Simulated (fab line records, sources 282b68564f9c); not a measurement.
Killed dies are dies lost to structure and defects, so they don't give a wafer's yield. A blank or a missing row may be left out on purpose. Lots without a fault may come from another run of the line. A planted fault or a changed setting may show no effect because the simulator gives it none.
Split-lot experiment | flow rit_cmos | 5 lots, 23 wafers read, on a route of 202 steps

THE SPLIT
At RIT_M1_EXPOSE_06 (exposes mask M12, target cd 2600 nm), the setting dose_mj was moved away from the recipe's 250 on 8 of the 23 wafers read, by -3.4% to +2.7%. The other wafers ran this setting at the recipe's value.

FROM THE SPLIT TO THE READING: what the file shows between them, 6 steps
- RIT_M1_PEB_07
- RIT_M1_DEVELOP_08: develop time 68 s
- RIT_M1_CD_MEAS_09: target cd 2600 nm
- RIT_M1_HARDBAKE_11: time 120 s
- RIT_M1_STRIP_13: strips in nmp, time 600 s
- RIT_M1_STRIP_14: strips in O2, time 180 s

THE READING
cd_nm, in nm, at RIT_M1_CD_MEAS_90 (target cd 2600 nm). Fault-free wafers of this fab line usually give 2599.8 nm, standard deviation 2.5 nm.

wafer  | tool, chamber at the split | dose_mj as run | against the recipe | cd_nm, nm | against lot-mates on the recipe
L075.1 | iline_stepper-02, 0        | 250            | recipe             | 2602.2    | -
L075.2 | iline_stepper-02, 0        | 250            | recipe             | 2601.8    | -
L075.3 | iline_stepper-02, 0        | 250            | recipe             | 2604.7    | -
L075.4 | iline_stepper-02, 0        | 250            | recipe             | 2601.6    | -
L075.6 | iline_stepper-02, 0        | 250            | recipe             | 2600.0    | -
L078.1 | iline_stepper-02, 0        | 241.6          | -3.4%              | 2614.1    | +9.3
L078.2 | iline_stepper-02, 0        | 250            | recipe             | 2604.9    | -
L078.4 | iline_stepper-02, 0        | 241.6          | -3.4%              | 2613.2    | +8.4
L078.5 | iline_stepper-02, 0        | 241.6          | -3.4%              | 2616.2    | +11.4
L078.6 | iline_stepper-02, 0        | 250            | recipe             | 2604.7    | -
L079.1 | iline_stepper-01, 0        | 250            | recipe             | 2596.9    | -
L079.3 | iline_stepper-01, 0        | 250            | recipe             | 2597.4    | -
L079.6 | iline_stepper-01, 0        | 250            | recipe             | 2597.0    | -
L082.1 | iline_stepper-02, 0        | 250            | recipe             | 2602.6    | -
L082.2 | iline_stepper-02, 0        | 250            | recipe             | 2598.9    | -
L082.4 | iline_stepper-02, 0        | 242.1          | -3.2%              | 2610.2    | +10.2
L082.5 | iline_stepper-02, 0        | 242.1          | -3.2%              | 2606.9    | +6.9
L082.6 | iline_stepper-02, 0        | 250            | recipe             | 2598.4    | -
L084.1 | iline_stepper-02, 0        | 250            | recipe             | 2600.6    | -
L084.2 | iline_stepper-02, 0        | 256.7          | +2.7%              | 2592.0    | -8.5
L084.3 | iline_stepper-02, 0        | 256.7          | +2.7%              | 2594.6    | -5.9
L084.4 | iline_stepper-02, 0        | 256.7          | +2.7%              | 2592.0    | -8.5
L084.5 | iline_stepper-02, 0        | 250            | recipe             | 2600.4    | -

THE FIT
A straight line over all 23 wafers: cd_nm changes by -3.3 nm for each +1% of dose_mj; r = -0.91; the points scatter about the line by 2.7 nm.
The same after taking each lot's own level away (the mean of its wafers on the recipe; 23 wafers): -2.83 nm for each +1%; r = -0.97; scatter 1.3 nm.
On that fit, the largest move of dose_mj shifts the reading by 9.5 nm.
The lots' own levels span 2597.10 to 2604.80 nm, that is 3.1 times the standard deviation above.
So the lot-to-lot level changes the slope: the two fits differ.
Check: with one of the wafers moved furthest among these (-3.4%) left out of the fit, the line predicts +9.54 nm for it against its lot-mates. It came out at +9.3 nm against them.

OTHER SPLITS ON THESE WAFERS
These wafers also went through other splits before the reading. Each is held against what the fit with the lots' levels taken away leaves over:
other split on the same wafers | wafers away from the commonest value | r with cd_nm (lot level and that fit taken away)
RIT_SILICIDE_SPUTTER_01 time_s | 8                                    | +0.02

THE WHOLE CHAIN: every reading that the file lists as answering this split, in the file's order
step              | what it does      | reading | change (the file's fit)              | r (the file's)
RIT_M1_CD_MEAS_09 | target cd 2600 nm | cd_nm   | -2.78 nm for each +1% of the setting | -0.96
RIT_M1_CD_MEAS_90 | target cd 2600 nm | cd_nm   | -2.81 nm for each +1% of the setting | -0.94

THE FILE'S OWN FIT
cd_nm changes by -2.81 nm for each +1% of dose_mj, r = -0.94.
